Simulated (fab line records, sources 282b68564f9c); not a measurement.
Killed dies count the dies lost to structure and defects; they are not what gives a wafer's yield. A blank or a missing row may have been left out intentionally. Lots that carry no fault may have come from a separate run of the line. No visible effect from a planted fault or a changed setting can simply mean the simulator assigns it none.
fab line records :: flow rit_cmos
record:
  lots: 14
  wafers: 42
  last_day: 7
route steps=202 shown NSD@139
lots untouched by any fault: they come from a run of this same line in which no faults occurred
start_h: hours from the record's opening day to when the first of the lot's shown wafers began :: wait_h: how many hours have passed since the lot's step before this one :: " same as the row above :: L1.1+2: a row that stands for several wafers :: - no value, or no start given :: * or withheld: withheld :: < > ~ a bound
route shown NAME@n: a module of which the file shows steps, and the number in the route of the first :: usual: mean/standard deviation taken from wafers without a fault :: same: alike in all rows :: chamber/n: place in a boat :: sites: each site's reading :: _std_site: their standard deviation :: _edge_site: mean of outer sites minus mean of inner sites :: radius_mm: for every site, how far away it sits from the centre of the wafer :: mask NAME#n: copy n :: behind: the tool/chamber that last shaped the wafer :: hold: cause of the lot's hold/its duration in hours/its outcome :: device: which transistor (n, p or np) failed to switch :: end of line: the route-end tests of the same wafers :: step lacking rows: just its recipe :: killed: count of dies lost to structure and defects at first sort (not the wafer's yield) :: map: the dies of a wafer, with x for killed, . for not killed, _ for no die there
set.NAME: setting as actually run; set.NAME@STEP: the setting as run at that earlier step :: model.NAME: the simulator's own value behind a step, which no gauge read
a sample of lots followed through the steps of the route, with each step as a table and each wafer as a row
services: the hour from which a tool's chamber was out of use, counted from the record's first day as start_h (under 0 if before that day), plus the number of hours and why
== steps ==
step: RIT_NSD_IMPLANT_08
recipe:
  species: P
  energy_kev: 25
  dose_cm2: 1e+15
  tilt_deg: 7
usual:
  dose_ions_cm2: 1e+15/1e+12
  faraday_current_uA: 3139/63
same:
  implant_ion_amu: 31
lot.wafer: L949.1
tool: implanter-03
chamber: 0
start_h: 49.88
wait_h: 0.1
dose_ions_cm2: 1.0006e+15
faraday_current_uA: 3115

lot.wafer: L949.4
tool: implanter-03
chamber: 0
start_h: 49.88
wait_h: 0.1
dose_ions_cm2: 1.0009e+15
faraday_current_uA: 3244

lot.wafer: L949.5
tool: implanter-03
chamber: 0
start_h: 49.88
wait_h: 0.1
dose_ions_cm2: 1e+15
faraday_current_uA: 3156

lot.wafer: L950.1
tool: implanter-01
chamber: 0
start_h: 56.79
wait_h: 0.1
dose_ions_cm2: 9.992e+14
faraday_current_uA: 3170

lot.wafer: L950.2
tool: implanter-01
chamber: 0
start_h: 56.79
wait_h: 0.1
dose_ions_cm2: 9.997e+14
faraday_current_uA: 3091

lot.wafer: L950.4
tool: implanter-01
chamber: 0
start_h: 56.79
wait_h: 0.1
dose_ions_cm2: 1.001e+15
faraday_current_uA: 3172

lot.wafer: L951.2
tool: implanter-01
chamber: 0
start_h: 62.74
wait_h: 0.1
dose_ions_cm2: 1.0015e+15
faraday_current_uA: 3081

lot.wafer: L951.3
tool: implanter-01
chamber: 0
start_h: 62.74
wait_h: 0.1
dose_ions_cm2: 9.996e+14
faraday_current_uA: 3208

lot.wafer: L951.4
tool: implanter-01
chamber: 0
start_h: 62.74
wait_h: 0.1
dose_ions_cm2: 1e+15
faraday_current_uA: 3135

lot.wafer: L952.4
tool: implanter-03
chamber: 0
start_h: 65.13
wait_h: 0.1
dose_ions_cm2: 9.991e+14
faraday_current_uA: 3076

lot.wafer: L952.5
tool: implanter-03
chamber: 0
start_h: 65.13
wait_h: 0.1
dose_ions_cm2: 1.0015e+15
faraday_current_uA: 3129

lot.wafer: L952.6
tool: implanter-03
chamber: 0
start_h: 65.13
wait_h: 0.1
dose_ions_cm2: 9.998e+14
faraday_current_uA: 3107

lot.wafer: L953.1
tool: implanter-01
chamber: 0
start_h: 69.72
wait_h: 0.1
dose_ions_cm2: 9.995e+14
faraday_current_uA: 3265

lot.wafer: L953.3
tool: implanter-01
chamber: 0
start_h: 69.72
wait_h: 0.1
dose_ions_cm2: 9.995e+14
faraday_current_uA: 3054

lot.wafer: L953.6
tool: implanter-01
chamber: 0
start_h: 69.72
wait_h: 0.1
dose_ions_cm2: 9.988e+14
faraday_current_uA: 3212

lot.wafer: L954.3
tool: implanter-04
chamber: 0
start_h: 76.71
wait_h: 0.1
dose_ions_cm2: 9.994e+14
faraday_current_uA: 3173

lot.wafer: L954.4
tool: implanter-04
chamber: 0
start_h: 76.71
wait_h: 0.1
dose_ions_cm2: 9.984e+14
faraday_current_uA: 3195

lot.wafer: L954.5
tool: implanter-04
chamber: 0
start_h: 76.71
wait_h: 0.1
dose_ions_cm2: 9.986e+14
faraday_current_uA: 3134

lot.wafer: L955.3
tool: implanter-01
chamber: 0
start_h: 80.60
wait_h: 0.1
dose_ions_cm2: 1.0016e+15
faraday_current_uA: 3184

lot.wafer: L955.4
tool: implanter-01
chamber: 0
start_h: 80.60
wait_h: 0.1
dose_ions_cm2: 1.0005e+15
faraday_current_uA: 3225

lot.wafer: L955.6
tool: implanter-01
chamber: 0
start_h: 80.60
wait_h: 0.1
dose_ions_cm2: 1.0005e+15
faraday_current_uA: 3191

lot.wafer: L956.1
tool: implanter-01
chamber: 0
start_h: 90.98
wait_h: 0.1
dose_ions_cm2: 1.0001e+15
faraday_current_uA: 3075

lot.wafer: L956.2
tool: implanter-01
chamber: 0
start_h: 90.98
wait_h: 0.1
dose_ions_cm2: 1.0008e+15
faraday_current_uA: 3154

lot.wafer: L956.5
tool: implanter-01
chamber: 0
start_h: 90.98
wait_h: 0.1
dose_ions_cm2: 1.0002e+15
faraday_current_uA: 3018

lot.wafer: L961.1
tool: implanter-03
chamber: 0
start_h: 127.95
wait_h: 0.1
dose_ions_cm2: 1.0009e+15
faraday_current_uA: 3181

lot.wafer: L961.3
tool: implanter-03
chamber: 0
start_h: 127.95
wait_h: 0.1
dose_ions_cm2: 1.0001e+15
faraday_current_uA: 3136

lot.wafer: L961.6
tool: implanter-03
chamber: 0
start_h: 127.95
wait_h: 0.1
dose_ions_cm2: 9.987e+14
faraday_current_uA: 3124

lot.wafer: L962.4
tool: implanter-01
chamber: 0
start_h: 135.79
wait_h: 0.1
dose_ions_cm2: 1.0016e+15
faraday_current_uA: 3159

lot.wafer: L962.5
tool: implanter-01
chamber: 0
start_h: 135.79
wait_h: 0.1
dose_ions_cm2: 1.0017e+15
faraday_current_uA: 3101

lot.wafer: L962.6
tool: implanter-01
chamber: 0
start_h: 135.79
wait_h: 0.1
dose_ions_cm2: 9.99e+14
faraday_current_uA: 3235

lot.wafer: L964.1
tool: implanter-04
chamber: 0
start_h: 138.40
wait_h: 0.1
dose_ions_cm2: 9.985e+14
faraday_current_uA: 3206

lot.wafer: L964.3
tool: implanter-04
chamber: 0
start_h: 138.40
wait_h: 0.1
dose_ions_cm2: 9.985e+14
faraday_current_uA: 3260

lot.wafer: L964.5
tool: implanter-04
chamber: 0
start_h: 138.40
wait_h: 0.1
dose_ions_cm2: 9.991e+14
faraday_current_uA: 3192

lot.wafer: L963.2
tool: implanter-01
chamber: 0
start_h: 139.06
wait_h: 0.1
dose_ions_cm2: 1.0005e+15
faraday_current_uA: 3131

lot.wafer: L963.3
tool: implanter-01
chamber: 0
start_h: 139.06
wait_h: 0.1
dose_ions_cm2: 1e+15
faraday_current_uA: 3072

lot.wafer: L963.4
tool: implanter-01
chamber: 0
start_h: 139.06
wait_h: 0.1
dose_ions_cm2: 1.0014e+15
faraday_current_uA: 3203

lot.wafer: L968.4
tool: implanter-01
chamber: 0
start_h: 161.78
wait_h: 0.1
dose_ions_cm2: 6.989e+14
faraday_current_uA: 2240

lot.wafer: L968.5
tool: implanter-01
chamber: 0
start_h: 161.78
wait_h: 0.1
dose_ions_cm2: 7.001e+14
faraday_current_uA: 2236

lot.wafer: L968.6
tool: implanter-01
chamber: 0
start_h: 161.78
wait_h: 0.1
dose_ions_cm2: 6.989e+14
faraday_current_uA: 2155

lot.wafer: L970.2
tool: implanter-01
chamber: 0
start_h: 164.07
wait_h: 0.1
dose_ions_cm2: 7.008e+14
faraday_current_uA: 2231

lot.wafer: L970.4
tool: implanter-01
chamber: 0
start_h: 164.07
wait_h: 0.1
dose_ions_cm2: 6.996e+14
faraday_current_uA: 2181

lot.wafer: L970.6
tool: implanter-01
chamber: 0
start_h: 164.07
wait_h: 0.1
dose_ions_cm2: 6.998e+14
faraday_current_uA: 2227
step: RIT_NSD_TW_MEAS_10
usual:
  NSD_TW: 3105/18
lot.wafer: L949.1
tool: film_metro-01
chamber: -
start_h: 50.20
wait_h: 0.1
NSD_TW: 3101

lot.wafer: L949.4
tool: film_metro-01
chamber: -
start_h: 50.20
wait_h: 0.1
NSD_TW: 3102

lot.wafer: L949.5
tool: film_metro-01
chamber: -
start_h: 50.20
wait_h: 0.1
NSD_TW: 3105

lot.wafer: L950.1
tool: film_metro-02
chamber: -
start_h: 57.12
wait_h: 0.1
NSD_TW: 3116

lot.wafer: L950.2
tool: film_metro-02
chamber: -
start_h: 57.12
wait_h: 0.1
NSD_TW: 3110

lot.wafer: L950.4
tool: film_metro-02
chamber: -
start_h: 57.12
wait_h: 0.1
NSD_TW: 3105

lot.wafer: L951.2
tool: film_metro-04
chamber: -
start_h: 63.05
wait_h: 0.1
NSD_TW: 3089

lot.wafer: L951.3
tool: film_metro-04
chamber: -
start_h: 63.05
wait_h: 0.1
NSD_TW: 3099

lot.wafer: L951.4
tool: film_metro-04
chamber: -
start_h: 63.05
wait_h: 0.1
NSD_TW: 3092

lot.wafer: L952.4
tool: film_metro-02
chamber: -
start_h: 65.41
wait_h: 0.1
NSD_TW: 3130

lot.wafer: L952.5
tool: film_metro-02
chamber: -
start_h: 65.41
wait_h: 0.1
NSD_TW: 3112

lot.wafer: L952.6
tool: film_metro-02
chamber: -
start_h: 65.41
wait_h: 0.1
NSD_TW: 3120

lot.wafer: L953.1
tool: film_metro-01
chamber: -
start_h: 70.04
wait_h: 0.1
NSD_TW: 3130

lot.wafer: L953.3
tool: film_metro-01
chamber: -
start_h: 70.04
wait_h: 0.1
NSD_TW: 3116

lot.wafer: L953.6
tool: film_metro-01
chamber: -
start_h: 70.04
wait_h: 0.1
NSD_TW: 3136

lot.wafer: L954.3
tool: film_metro-04
chamber: -
start_h: 77.00
wait_h: 0.1
NSD_TW: 3088

lot.wafer: L954.4
tool: film_metro-04
chamber: -
start_h: 77.00
wait_h: 0.1
NSD_TW: 3090

lot.wafer: L954.5
tool: film_metro-04
chamber: -
start_h: 77.00
wait_h: 0.1
NSD_TW: 3093

lot.wafer: L955.3
tool: film_metro-01
chamber: -
start_h: 80.90
wait_h: 0.1
NSD_TW: 3105

lot.wafer: L955.4
tool: film_metro-01
chamber: -
start_h: 80.90
wait_h: 0.1
NSD_TW: 3092

lot.wafer: L955.6
tool: film_metro-01
chamber: -
start_h: 80.90
wait_h: 0.1
NSD_TW: 3112

lot.wafer: L956.1
tool: film_metro-04
chamber: -
start_h: 91.31
wait_h: 0.1
NSD_TW: 3101

lot.wafer: L956.2
tool: film_metro-04
chamber: -
start_h: 91.31
wait_h: 0.1
NSD_TW: 3109

lot.wafer: L956.5
tool: film_metro-04
chamber: -
start_h: 91.31
wait_h: 0.1
NSD_TW: 3091

lot.wafer: L961.1
tool: film_metro-02
chamber: -
start_h: 128.28
wait_h: 0.1
NSD_TW: 3137

lot.wafer: L961.3
tool: film_metro-02
chamber: -
start_h: 128.28
wait_h: 0.1
NSD_TW: 3139

lot.wafer: L961.6
tool: film_metro-02
chamber: -
start_h: 128.28
wait_h: 0.1
NSD_TW: 3141

lot.wafer: L962.4
tool: film_metro-02
chamber: -
start_h: 136.07
wait_h: 0.1
NSD_TW: 3122

lot.wafer: L962.5
tool: film_metro-02
chamber: -
start_h: 136.07
wait_h: 0.1
NSD_TW: 3118

lot.wafer: L962.6
tool: film_metro-02
chamber: -
start_h: 136.07
wait_h: 0.1
NSD_TW: 3141

lot.wafer: L964.1
tool: film_metro-01
chamber: -
start_h: 138.73
wait_h: 0.1
NSD_TW: 3115

lot.wafer: L964.3
tool: film_metro-01
chamber: -
start_h: 138.73
wait_h: 0.1
NSD_TW: 3104

lot.wafer: L964.5
tool: film_metro-01
chamber: -
start_h: 138.73
wait_h: 0.1
NSD_TW: 3103

lot.wafer: L963.2
tool: film_metro-04
chamber: -
start_h: 139.37
wait_h: 0.1
NSD_TW: 3096

lot.wafer: L963.3
tool: film_metro-04
chamber: -
start_h: 139.37
wait_h: 0.1
NSD_TW: 3078

lot.wafer: L963.4
tool: film_metro-04
chamber: -
start_h: 139.37
wait_h: 0.1
NSD_TW: 3068

lot.wafer: L968.4
tool: film_metro-01
chamber: -
start_h: 162.06
wait_h: 0.1
NSD_TW: 2863

lot.wafer: L968.5
tool: film_metro-01
chamber: -
start_h: 162.06
wait_h: 0.1
NSD_TW: 2849

lot.wafer: L968.6
tool: film_metro-01
chamber: -
start_h: 162.06
wait_h: 0.1
NSD_TW: 2839

lot.wafer: L970.2
tool: film_metro-04
chamber: -
start_h: 164.38
wait_h: 0.1
NSD_TW: 2861

lot.wafer: L970.4
tool: film_metro-04
chamber: -
start_h: 164.38
wait_h: 0.1
NSD_TW: 2858

lot.wafer: L970.6
tool: film_metro-04
chamber: -
start_h: 164.38
wait_h: 0.1
NSD_TW: 2833
step: RIT_SDANNEAL_RS_MEAS_05
recipe:
  thk_meas_gauge: four-point-probe
usual:
  NSD_RS: 84.58/0.3
lot.wafer: L949.1
tool: film_metro-01
chamber: -
start_h: 52.54
wait_h: 0.1
NSD_RS[ohm/sq]: 85.11

lot.wafer: L949.4
tool: film_metro-01
chamber: -
start_h: 52.54
wait_h: 0.1
NSD_RS[ohm/sq]: 84.91

lot.wafer: L949.5
tool: film_metro-01
chamber: -
start_h: 52.54
wait_h: 0.1
NSD_RS[ohm/sq]: 84.77

lot.wafer: L950.1
tool: film_metro-02
chamber: -
start_h: 59.51
wait_h: 0.1
NSD_RS[ohm/sq]: 84.75

lot.wafer: L950.2
tool: film_metro-02
chamber: -
start_h: 59.51
wait_h: 0.1
NSD_RS[ohm/sq]: 84.50

lot.wafer: L950.4
tool: film_metro-02
chamber: -
start_h: 59.51
wait_h: 0.1
NSD_RS[ohm/sq]: 84.69

lot.wafer: L951.2
tool: film_metro-01
chamber: -
start_h: 65.15
wait_h: 0.1
NSD_RS[ohm/sq]: 84.90

lot.wafer: L951.3
tool: film_metro-01
chamber: -
start_h: 65.15
wait_h: 0.1
NSD_RS[ohm/sq]: 85.05

lot.wafer: L951.4
tool: film_metro-01
chamber: -
start_h: 65.15
wait_h: 0.1
NSD_RS[ohm/sq]: 85.07

lot.wafer: L952.4
tool: film_metro-04
chamber: -
start_h: 67.50
wait_h: 0.1
NSD_RS[ohm/sq]: 84.21

lot.wafer: L952.5
tool: film_metro-04
chamber: -
start_h: 67.50
wait_h: 0.1
NSD_RS[ohm/sq]: 84.11

lot.wafer: L952.6
tool: film_metro-04
chamber: -
start_h: 67.50
wait_h: 0.1
NSD_RS[ohm/sq]: 84.25

lot.wafer: L953.1
tool: film_metro-04
chamber: -
start_h: 72.14
wait_h: 0.1
NSD_RS[ohm/sq]: 84.44

lot.wafer: L953.3
tool: film_metro-04
chamber: -
start_h: 72.14
wait_h: 0.1
NSD_RS[ohm/sq]: 84.23

lot.wafer: L953.6
tool: film_metro-04
chamber: -
start_h: 72.14
wait_h: 0.1
NSD_RS[ohm/sq]: 84.24

lot.wafer: L954.3
tool: film_metro-04
chamber: -
start_h: 79.05
wait_h: 0.1
NSD_RS[ohm/sq]: 84.56

lot.wafer: L954.4
tool: film_metro-04
chamber: -
start_h: 79.05
wait_h: 0.1
NSD_RS[ohm/sq]: 84.61

lot.wafer: L954.5
tool: film_metro-04
chamber: -
start_h: 79.05
wait_h: 0.1
NSD_RS[ohm/sq]: 84.47

lot.wafer: L955.3
tool: film_metro-02
chamber: -
start_h: 82.94
wait_h: 0.1
NSD_RS[ohm/sq]: 84.67

lot.wafer: L955.4
tool: film_metro-02
chamber: -
start_h: 82.94
wait_h: 0.1
NSD_RS[ohm/sq]: 84.65

lot.wafer: L955.6
tool: film_metro-02
chamber: -
start_h: 82.94
wait_h: 0.1
NSD_RS[ohm/sq]: 84.71

lot.wafer: L956.1
tool: film_metro-01
chamber: -
start_h: 93.49
wait_h: 0.1
NSD_RS[ohm/sq]: 84.64

lot.wafer: L956.2
tool: film_metro-01
chamber: -
start_h: 93.49
wait_h: 0.1
NSD_RS[ohm/sq]: 84.54

lot.wafer: L956.5
tool: film_metro-01
chamber: -
start_h: 93.49
wait_h: 0.1
NSD_RS[ohm/sq]: 84.58

lot.wafer: L961.1
tool: film_metro-01
chamber: -
start_h: 130.66
wait_h: 0.1
NSD_RS[ohm/sq]: 84.65

lot.wafer: L961.3
tool: film_metro-01
chamber: -
start_h: 130.66
wait_h: 0.1
NSD_RS[ohm/sq]: 84.64

lot.wafer: L961.6
tool: film_metro-01
chamber: -
start_h: 130.66
wait_h: 0.1
NSD_RS[ohm/sq]: 84.55

lot.wafer: L962.4
tool: film_metro-01
chamber: -
start_h: 139.17
wait_h: 0.1
NSD_RS[ohm/sq]: 84.91

lot.wafer: L962.5
tool: film_metro-01
chamber: -
start_h: 139.17
wait_h: 0.1
NSD_RS[ohm/sq]: 84.74

lot.wafer: L962.6
tool: film_metro-01
chamber: -
start_h: 139.17
wait_h: 0.1
NSD_RS[ohm/sq]: 84.58

lot.wafer: L964.1
tool: film_metro-01
chamber: -
start_h: 141.27
wait_h: 0.1
NSD_RS[ohm/sq]: 84.41

lot.wafer: L964.3
tool: film_metro-01
chamber: -
start_h: 141.27
wait_h: 0.1
NSD_RS[ohm/sq]: 84.35

lot.wafer: L964.5
tool: film_metro-01
chamber: -
start_h: 141.27
wait_h: 0.1
NSD_RS[ohm/sq]: 84.39

lot.wafer: L963.2
tool: film_metro-02
chamber: -
start_h: 142.32
wait_h: 0.1
NSD_RS[ohm/sq]: 84.82

lot.wafer: L963.3
tool: film_metro-02
chamber: -
start_h: 142.32
wait_h: 0.1
NSD_RS[ohm/sq]: 84.48

lot.wafer: L963.4
tool: film_metro-02
chamber: -
start_h: 142.32
wait_h: 0.1
NSD_RS[ohm/sq]: 84.90

lot.wafer: L968.4
tool: film_metro-02
chamber: -
start_h: 164.57
wait_h: 0.1
NSD_RS[ohm/sq]: 113.24

lot.wafer: L968.5
tool: film_metro-02
chamber: -
start_h: 164.57
wait_h: 0.1
NSD_RS[ohm/sq]: 113.53

lot.wafer: L968.6
tool: film_metro-02
chamber: -
start_h: 164.57
wait_h: 0.1
NSD_RS[ohm/sq]: 113.33

lot.wafer: L970.2
tool: film_metro-04
chamber: -
start_h: 166.44
wait_h: 0.1
NSD_RS[ohm/sq]: 112.54

lot.wafer: L970.4
tool: film_metro-04
chamber: -
start_h: 166.44
wait_h: 0.1
NSD_RS[ohm/sq]: 112.68

lot.wafer: L970.6
tool: film_metro-04
chamber: -
start_h: 166.44
wait_h: 0.1
NSD_RS[ohm/sq]: 112.58
== services ==
tool: implanter-03
chamber: -
start_h: 45.38
hours: 2.2
kind: pm

tool: implanter-04
chamber: -
start_h: 64.56
hours: 4.2
kind: pm

tool: implanter-01
chamber: -
start_h: 114.23
hours: 5.9
kind: pm

tool: implanter-04
chamber: -
start_h: 126.57
hours: 2.0
kind: repair

tool: implanter-03
chamber: -
start_h: 147.97
hours: 4.3
kind: pm
== key ==
first_sign:
  step: RIT_NSD_IMPLANT_08
  reading: dose_ions_cm2
  direction: down
  sigmas: 99+
  usual: 1e+15
  struck: 6.997e+14
effect:
  step: RIT_NSD_IMPLANT_08
  reading: faraday_current_uA
  direction: down
  sigmas: 15
  usual: 3139
  struck: 2212
effect:
  step: RIT_NSD_TW_MEAS_10
  reading: NSD_TW
  direction: down
  sigmas: 14
  usual: 3105
  struck: 2850
effect:
  step: RIT_SDANNEAL_RS_MEAS_05
  reading: NSD_RS
  direction: up
  sigmas: 95
  usual: 84.58
  struck: 112.98
met_at RIT_NSD_IMPLANT_08
struck_lots L968,L970
tester_left_out L968,L970
onset_between 139.06 161.78
fault:
  kind: process_parameter_drift
  tool: implanter-01
  chamber: -
  onset_h: 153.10
  steps: RIT_NSD_IMPLANT_08
  channel: dose_cm2
  offset: -3e+14
  shape: step
  end_h: 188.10
  acts_in: these_recipes_only
  stated: 1e+15
tester_left_out: of these lots the tester's yield and bins aren't shown, on N5 and GAA mostly nor the transistor test; their killed dies are dies lost to structure and defects alone, not to doping, threshold or leakage, so they don't give the yield
